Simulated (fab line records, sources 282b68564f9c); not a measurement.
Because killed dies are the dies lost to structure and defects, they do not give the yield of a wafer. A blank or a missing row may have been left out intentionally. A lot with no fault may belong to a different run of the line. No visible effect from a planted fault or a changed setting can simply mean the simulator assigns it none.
Which tool did it? -- flow rit cmos -- 42 wafers from 14 lots sampled at 2 of the route's 202 steps

## WHAT THE GAUGES READ, wafer by wafer
RIT_GATE_THK_MEAS_07.
lot,measured,on,GATE_OXIDE_THK (nm)
L876,day 2 10:53,film metro-03,3.06 3.10 3.04
L877,day 2 14:50,film metro-01,3.07 3.04 3.02
L878,day 2 19:23,film metro-02,3.05 3.02 3.09
L879,day 3 01:03,film metro-03,3.14 3.10 3.18
L880,day 3 07:10,film metro-01,3.02 3.07 3.11
L883,day 3 19:59,film metro-03,3.05 3.10 3.15
L884,day 4 01:23,film metro-03,3.03 2.99 2.99
L887,day 4 16:49,film metro-01,3.13 3.08 3.09
L888,day 4 22:25,film metro-01,3.10 3.06 3.03
L893,day 6 01:07,film metro-01,3.08 3.01 2.99
L894,day 6 04:04,film metro-01,2.37 2.38 2.41
L895,day 6 08:26,film metro-01,3.06 2.99 3.00
L898,day 7 00:18,film metro-03,2.50 2.46 2.47
L899,day 7 04:31,film metro-02,3.03 3.11 3.09

## TOOL THAT RAN EACH LOT (tool first, then ch and the chambers of the sampled wafers, then the start)
lot,RIT_GATE_OXIDATION_05
L876,"furnace-02 ch 0, day 2 09:32"
L877,"furnace-01 ch 0, day 2 13:31"
L878,"furnace-01 ch 0, day 2 18:03"
L879,"furnace-02 ch 0, day 2 22:47"
L880,"furnace-01 ch 0, day 3 05:50"
L883,"furnace-02 ch 0, day 3 18:38"
L884,"furnace-01 ch 0, day 4 00:03"
L887,"furnace-01 ch 0, day 4 15:29"
L888,"furnace-01 ch 0, day 4 21:05"
L893,"furnace-02 ch 0, day 5 22:43"
L894,"furnace-02 ch 0, day 6 02:44"
L895,"furnace-01 ch 0, day 6 07:07"
L898,"furnace-02 ch 0, day 6 22:58"
L899,"furnace-04 ch 0, day 7 03:03"
- RIT_GATE_OXIDATION_05: target thk 3 nm, ox time 270 s.

## AS READ BY THE TOOLS THEMSELVES (means over the sampled wafers that have a number; for cases with no such wafer, the mark the record gives instead)
RIT_GATE_OXIDATION_05.
lot,tool,spike tc centre C (C),spike tc load C (C),spike tc source C (C),zone power load pct (%)
L876,furnace-02,901.7,926.6,926.5,25.5
L877,furnace-01,901.0,924.9,921.9,25.7
L878,furnace-01,901.8,924.7,923.2,25.6
L879,furnace-02,901.7,926.2,926.3,25.8
L880,furnace-01,900.9,923.6,923.5,25.6
L883,furnace-02,900.4,926.9,926.5,25.3
L884,furnace-01,901.6,924.1,922.5,25.7
L887,furnace-01,902.7,923.8,922.9,25.5
L888,furnace-01,901.8,924.3,921.9,25.6
L893,furnace-02,900.3,927.7,926.1,25.5
L894,furnace-02,884.3,910.6,909.2,24.3
L895,furnace-01,901.1,923.7,922.1,25.5
L898,furnace-02,885.0,910.8,909.7,24.6
L899,furnace-04,903.2,928.9,923.0,26.2

## THE ANSWER, worked out from the rows above alone
Rule: usual is defined by the lots themselves. Put in order of their means at a reading, lots are off if they are a third of the lots or fewer, leave a main group of 4 or more, and stand apart from it by a gap of 3 or more times the standard deviation of the main group's means; of several such gaps the widest counts. A main group whose means are all the same, to the digits that the tables above print for the reading, isn't used. Also off: a lot with no number at a reading for which 4 or more lots have one. The other lots that the step has rows for count as sound. The gauges are gone through in route order, then the tools' own readings, and for those a lot's mean is taken as printed above. The first step at which some lot is off is used, and at that step the reading that is off furthest; a lot without a number counts as furthest.
Off: at RIT_GATE_THK_MEAS_07 (GATE_OXIDE_THK), L894, L898. The main group: mean 3.06 nm, standard deviation 0.037.
If a tool, at a process step before that reading, ran all the lots that are off and no sound lot after the first of them, it fits. The gauges at RIT_GATE_THK_MEAS_07 aren't tried: what is off there is off at RIT_GATE_OXIDATION_05 too, on other tools, and a gauge's error can't cause that. One fits: RIT_GATE_OXIDATION_05 on furnace-02. Its last sound lot is L893 (day 5 22:43), its first lot that is off L894 (day 6 02:44): a fault that began between those two fits.
The tool's own readings at RIT_GATE_OXIDATION_05 bear it out: on the lots that are off they differ by more than 5 times the standard deviation of the sound lots' means. spike tc centre C reads 884.6 C there against 901.5 C on the sound lots; spike tc load C reads 910.7 C there against 925.5 C on the sound lots; spike tc source C reads 909.5 C there against 923.9 C on the sound lots; zone power load pct reads 24.5 % there against 25.6 % on the sound lots.

## WHAT HAD BEEN PUT IN BY THE SIMULATOR
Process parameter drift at RIT_GATE_OXIDATION_05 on furnace-02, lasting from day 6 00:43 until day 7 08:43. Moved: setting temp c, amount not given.
Struck lots among those shown: L894, L898. The rule given above showed the same thing.
